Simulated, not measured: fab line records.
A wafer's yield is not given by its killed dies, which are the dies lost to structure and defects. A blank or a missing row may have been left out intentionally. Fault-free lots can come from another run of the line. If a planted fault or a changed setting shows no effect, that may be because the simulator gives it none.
A lot that was struck, set against a sound lot | flow rit cmos | 43 steps out of a route of 202
Sound: wafers L522.2, L522.3, L522.6. The struck wafers were L533.3, L533.4, L533.6. The cause is named last.
Per side, at each step with rows, come the tool, then ch with its chambers, and then its first start. Under that, the readings that differ: sound wafers | struck wafers | difference of the means | sigmas: that difference in standard deviations of wafers without a fault.
alike: readings whose means differ by less than 2 such deviations, and words and numbers that are the same on both sides. not compared: withheld readings, readings that some wafer has no value for, bounds like >300 that may hide the same value, and numbers for which the record gives no deviation and whose values overlap.
A row with sigmas, a row that says differs or no value, or rows on one side alone: a step with any of these is where the two part. Non-overlapping numbers with no deviation appear without sigmas and do not part them. A reading missing from all wafers of one side parts the sides only when that side holds two or more wafers.

first, 3 steps without rows for these wafers: RIT_REOX_CLEAN_01 (cleans in dHF, time 30 s); RIT_REOX_CLEAN_02 (cleans in SC2, time 600 s); RIT_REOX_OXIDATION_03 (target thk 25.2 nm, ox time 5580 s).
RIT_REOX_THK_MEAS_04:
  struck on film metro-01, day 5 07:04; sound on film metro-03, day 2 23:03
  reading             | sound          | struck         | difference | sigmas
  REOX_OXIDE_THK (nm) | 25.6 25.8 25.6 | 24.6 24.3 24.1 | -1.3       | -3
then, 6 steps without rows for these wafers: RIT_NLDD_HMDS_00 (prime time 60 s); RIT_NLDD_COAT_01 (resist thk 1000 nm); RIT_NLDD_SOFTBAKE_02 (time 60 s); RIT_NLDD_EXPOSE_03 (exposes mask M7, target cd 40700 nm); RIT_NLDD_PEB_04; RIT_NLDD_DEVELOP_05 (develop time 50 s).
RIT_NLDD_OVL_MEAS_06:
  struck on overlay-01, day 5 07:58; sound on overlay-01, day 3 00:05
  alike: NLDD_OVL
then, 1 step without rows for these wafers: RIT_NLDD_HARDBAKE_07 (time 60 s).
RIT_NLDD_IMPLANT_08:
  sound on implanter-03 ch 0, day 3 00:17; struck on implanter-03 ch 0, day 5 08:12
  reading            | sound                         | struck                       | difference | sigmas
  dose ions cm2      | 5.009e+14 5.007e+14 5.009e+14 | 7.61e+14 7.629e+14 7.609e+14 | +2.61e+14  | +99 or more
  faraday current uA | 1604 1574 1576                | 2421 2481 2400               | +849       | +27
  alike: beam on s
RIT_NLDD_STRIP_09: strips in O2, time 180 s.
  sound on plasma asher-01 ch 0,1, day 3 00:25; struck on plasma asher-02 ch 0,1, day 5 08:21
  reading             | sound          | struck         | difference | sigmas
  o2 flow sccm (sccm) | 4016 4015 4007 | 4002 3989 3976 | -24        | -2
  alike: drypump motor current A
  not compared: rf hours counter h
RIT_NLDD_TW_MEAS_10:
  struck on film metro-02, day 5 08:50; sound on film metro-04, day 3 00:35
  reading | sound          | struck         | difference | sigmas
  NLDD_TW | 2482 2485 2496 | 2746 2759 2759 | +267       | +24
  not compared: hold
then, 5 steps without rows for these wafers: RIT_PLDD_COAT_01 (resist thk 1000 nm); RIT_PLDD_SOFTBAKE_02 (time 60 s); RIT_PLDD_EXPOSE_03 (exposes mask M8, target cd 40900 nm); RIT_PLDD_PEB_04; RIT_PLDD_DEVELOP_05 (develop time 50 s).
RIT_PLDD_OVL_MEAS_06:
  struck on overlay-01, day 5 11:41; sound on overlay-02, day 3 01:30
  alike: PLDD_OVL
then, 2 steps without rows for these wafers: RIT_PLDD_HARDBAKE_07 (time 60 s); RIT_PLDD_IMPLANT_08.
RIT_PLDD_STRIP_09: strips in O2, time 180 s.
  sound on plasma asher-03 ch 0,1, day 3 01:50; struck on plasma asher-02 ch 0,1, day 5 12:13
  alike: drypump motor current A, o2 flow sccm
  not compared: rf hours counter h
RIT_PLDD_TW_MEAS_10:
  struck on film metro-04, day 5 12:21; sound on film metro-04, day 3 02:01
  alike: PLDD_TW
then, 4 steps without rows for these wafers: RIT_SPACER_CLEAN_00 (cleans in SC1, time 600 s); RIT_SPACER_CLEAN_01 (cleans in dHF, time 30 s); RIT_SPACER_CLEAN_02 (cleans in SC2, time 600 s); RIT_SPACER_CVD_03 (deposits Si3N4 from SiH2Cl2/NH3, target thk 250 nm, time 3300 s).
RIT_SPACER_THK_MEAS_04:
  struck on film metro-02, day 5 14:41; sound on film metro-01, day 3 04:22
  alike: SPACER_NITRIDE_THK
RIT_SPACER_ETCHBACK_05: etches Si3N4 in SF6/CHF3, stops on SiO2, target depth 250 nm, time 240 s.
  sound on rie diel-03 ch 1,3, day 3 04:25; struck on rie diel-02 ch 0,1,2, day 5 14:44
  alike: CHF3_flow_sccm, drypump motor current A, oes product au, throttle valve pct
  not compared: rf hours counter h
then, 6 steps without rows for these wafers: RIT_NSD_HMDS_00 (prime time 60 s); RIT_NSD_COAT_01 (resist thk 1000 nm); RIT_NSD_SOFTBAKE_02 (time 60 s); RIT_NSD_EXPOSE_03 (exposes mask M9, target cd 40700 nm); RIT_NSD_PEB_04; RIT_NSD_DEVELOP_05 (develop time 50 s).
RIT_NSD_OVL_MEAS_06:
  struck on overlay-02, day 5 16:04; sound on overlay-01, day 3 05:37
  alike: NSD_OVL
then, 2 steps without rows for these wafers: RIT_NSD_HARDBAKE_07 (time 60 s); RIT_NSD_IMPLANT_08.
RIT_NSD_STRIP_09: strips in O2, time 180 s.
  sound on plasma asher-03 ch 0,1, day 3 05:57; struck on plasma asher-02 ch 0,1, day 5 16:32
  alike: drypump motor current A, o2 flow sccm
  not compared: rf hours counter h
RIT_SDANNEAL_RS_MEAS_07: measurement is done with a four-point probe.
  struck on film metro-02, day 5 19:49; sound on film metro-03, day 3 08:32
  reading          | sound             | struck            | difference | sigmas
  NLDD_RS (ohm/sq) | 151.3 151.1 151.3 | 108.2 108.3 107.9 | -43.1      | -86
  not compared: hold
RIT_M1_PROBE_99:
  rows exist in the record for the sound wafers here (prober-01, day 3 15:57), none for the struck ones

## WHERE THEY PART
At RIT_REOX_THK_MEAS_04 first; at RIT_M1_PROBE_99 last (within this record only).

WHY: whatever the simulator had introduced
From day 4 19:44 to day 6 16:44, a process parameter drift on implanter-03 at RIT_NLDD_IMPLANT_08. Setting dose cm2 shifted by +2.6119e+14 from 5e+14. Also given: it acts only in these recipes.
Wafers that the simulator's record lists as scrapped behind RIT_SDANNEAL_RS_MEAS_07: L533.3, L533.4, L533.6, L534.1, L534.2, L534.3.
